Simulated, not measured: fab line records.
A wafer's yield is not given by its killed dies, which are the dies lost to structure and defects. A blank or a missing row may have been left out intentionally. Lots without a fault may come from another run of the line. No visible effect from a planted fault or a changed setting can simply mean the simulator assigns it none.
Which tool did it?	flow ritCmos	15 lots, 45 wafers sampled, at 1 step of a route of 202

WHAT THE GAUGES SHOWED, per wafer
Not one reading of a measure or inspect step in the record can be checked against a usual standard deviation.

WHAT TOOL EACH LOT RAN ON (gives the tool, then ch and the chambers of the sampled wafers, and finally the start)
lot	RIT_PWELL_HARDBAKE_07
L947	lithoTrack-04 ch 0, day 1 23:54
L948	lithoTrack-03 ch 0, day 2 03:40
L949	lithoTrack-03 ch 0, day 2 16:19
L950	lithoTrack-04 ch 0, day 2 17:48
L951	lithoTrack-03 ch 0, day 2 21:31
L952	lithoTrack-04 ch 0, day 3 05:08
L953	lithoTrack-03 ch 0, day 3 05:23
L954	lithoTrack-03 ch 0, day 3 10:16
L957	lithoTrack-04 ch 0, day 4 00:03
L960	lithoTrack-02 ch 0, day 4 15:49
L961	lithoTrack-02 ch 0, day 4 21:54
L965	lithoTrack-02 ch 0, day 5 17:07
L966	lithoTrack-04 ch 0, day 5 21:50
L967	lithoTrack-03 ch 0, day 6 04:21
L969	lithoTrack-03 ch 0, day 6 13:35
- RIT_PWELL_HARDBAKE_07: time 120 s.

WHAT THE TOOLS THEMSELVES READ (means of the sampled wafers that have a number; where no wafer has one, the mark that the record gives instead)
RIT_PWELL_HARDBAKE_07.
lot	tool	heaterPowerTotalW (W)	plateTempC (C)
L947	lithoTrack-04	52.13	139.71
L948	lithoTrack-03	52.04	139.74
L949	lithoTrack-03	52.00	140.01
L950	lithoTrack-04	52.01	140.00
L951	lithoTrack-03	52.01	140.06
L952	lithoTrack-04	51.98	140.06
L953	lithoTrack-03	52.04	140.10
L954	lithoTrack-03	52.06	140.08
L957	lithoTrack-04	52.02	139.88
L960	lithoTrack-02	50.15	136.18
L961	lithoTrack-02	50.18	136.22
L965	lithoTrack-02	50.16	135.85
L966	lithoTrack-04	52.00	139.99
L967	lithoTrack-03	52.02	140.11
L969	lithoTrack-03	52.04	139.87

THE ANSWER, worked out from the rows above alone
Rule: the lots themselves supply what counts as usual. The widest of any qualifying gaps counts: lots, ordered by their means at a reading, are off when they make up no more than a third of the lots, leave a main group of 4 or more, and stand apart from it by 3 or more times the standard deviation of that group's means. If all means in a main group match to the digits the tables above print for the reading, that group is not used. Also off: a lot with no number at a reading for which 4 or more lots have one. Where the step has rows for the other lots, those lots are counted as sound. Order of review: gauges by route order, followed by the tools' own readings, for which a lot's mean as printed above is used. The first step at which some lot is off is used, and at that step the reading that is off furthest; a lot without a number counts as furthest.
Off: L960, L961, L965 (RIT_PWELL_HARDBAKE_07, heaterPowerTotalW). The main group: mean 52.03 W, standard deviation 0.037.
If a tool, at that step or one of the process steps before it, ran each lot that is off and ran no sound lot following the first of them, it fits. One candidate fits, namely lithoTrack-02 at RIT_PWELL_HARDBAKE_07. It ran no sound lot before its first lot that is off in this sample, so the start can't be narrowed down.
The tool's own readings at RIT_PWELL_HARDBAKE_07 bear it out: on the lots that are off they differ by more than 5 times the standard deviation of the sound lots' means. heaterPowerTotalW reads 50.16 W there against 52.03 W on the sound lots; plateTempC reads 136.08 C there against 139.97 C on the sound lots.

WHAT THE SIMULATOR HAD PUT IN
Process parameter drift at RIT_PWELL_HARDBAKE_07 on lithoTrack-02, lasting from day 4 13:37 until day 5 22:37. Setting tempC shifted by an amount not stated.
Shown lots that were struck: L960, L961, L965. Same finding as the rule above.
